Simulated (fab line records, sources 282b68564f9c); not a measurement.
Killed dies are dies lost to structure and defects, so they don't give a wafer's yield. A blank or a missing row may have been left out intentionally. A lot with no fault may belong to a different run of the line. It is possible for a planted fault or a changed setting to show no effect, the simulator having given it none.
Problem report, 8D (eight disciplines) form, completed by code | flow rit_cmos | the parts of the form that need people (team, actions taken, sign-off) are left out

== 1. PROBLEM STATEMENT ==
Mean NSD_OVL at RIT_NSD_OVL_MEAS_06: -180.5 nm over 6 wafers in 2 lots; fault-free wafers: 0.2 nm, standard deviation 1.3. So: -99 or more standard deviations from the usual mean.
First seen on wafer L862.1, day 5 17:26, on overlay-02. The record has a number at this step for 42 wafers belonging to 14 lots. By rule, "out" or "out of limits" means more than 4 standard deviations away from the usual mean. The other wafers with a number count as sound.

== 2. WHAT IT IS, WHAT IT ISN'T ==
question                    | is                     | is not
which readings at this step | NSD_OVL                | -
which lots                  | L862, L864             | L849, L850, L851, L853, L854, L855, L856, L865, L866, L867, L868, L869
which wafers of those lots  | all that have a number | -
read on which gauges        | overlay-02             | overlay-01
when                        | from day 5 17:26       | up to then (21 sound wafers); but 15 sound wafers of L865, L866, L867, L868, L869 came after

== 3. WHAT RULES OUT EACH SUSPECT ==
Counting: a tool at a process step up to the reading stays a suspect if it ran every lot that is out and no sound lot after the first of them.
- the gauge at RIT_NSD_OVL_MEAS_06: kept. All the wafers that are out were read on overlay-02, and no step on other tools shows them out.
- iline_stepper-01 at RIT_NSD_EXPOSE_03 (exposes mask M9, target cd 40700 nm): kept. All lots that are out passed through it, beginning with L862 at day 5 17:02, and no sound lot followed; its final sound lot before that point was L855 at day 4 06:37.
After counting, iline_stepper-01 at RIT_NSD_EXPOSE_03 and overlay-02 at RIT_NSD_OVL_MEAS_06 remain.

== 4. THE CAUSE (what the simulator had put in) ==
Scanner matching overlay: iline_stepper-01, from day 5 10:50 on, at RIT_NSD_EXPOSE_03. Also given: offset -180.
After counting, 2 suspects remain, this tool included.

== 5. SEQUENCE OF EFFECTS, ordered by route ==
One row per reading whose mean, taken over the struck wafers that have a number, lies over 3 standard deviations from the usual. Scope: only readings with a usual standard deviation given in the record; hours: median across lots of the time from each lot's start at the first step in this table that gives one to its start at this step; sigmas: change in usual standard deviations.
hours | step                | reading | usual  | on struck wafers | change | sigmas
0     | RIT_NSD_OVL_MEAS_06 | NSD_OVL | 0.2 nm | -180.5           | -180.7 | -99 or more

== 6. HOW IT WOULD HAVE BEEN CAUGHT EARLIER ==
7 hours passed between the start of the fault at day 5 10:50 and the first reading out of limits at a measuring or inspecting step in this record, taken at day 5 17:26.
Among the 2 lots that are out, L864 began RIT_NSD_EXPOSE_03 on iline_stepper-01 after day 5 17:26. A tool hold placed at that time would have kept it from harm.
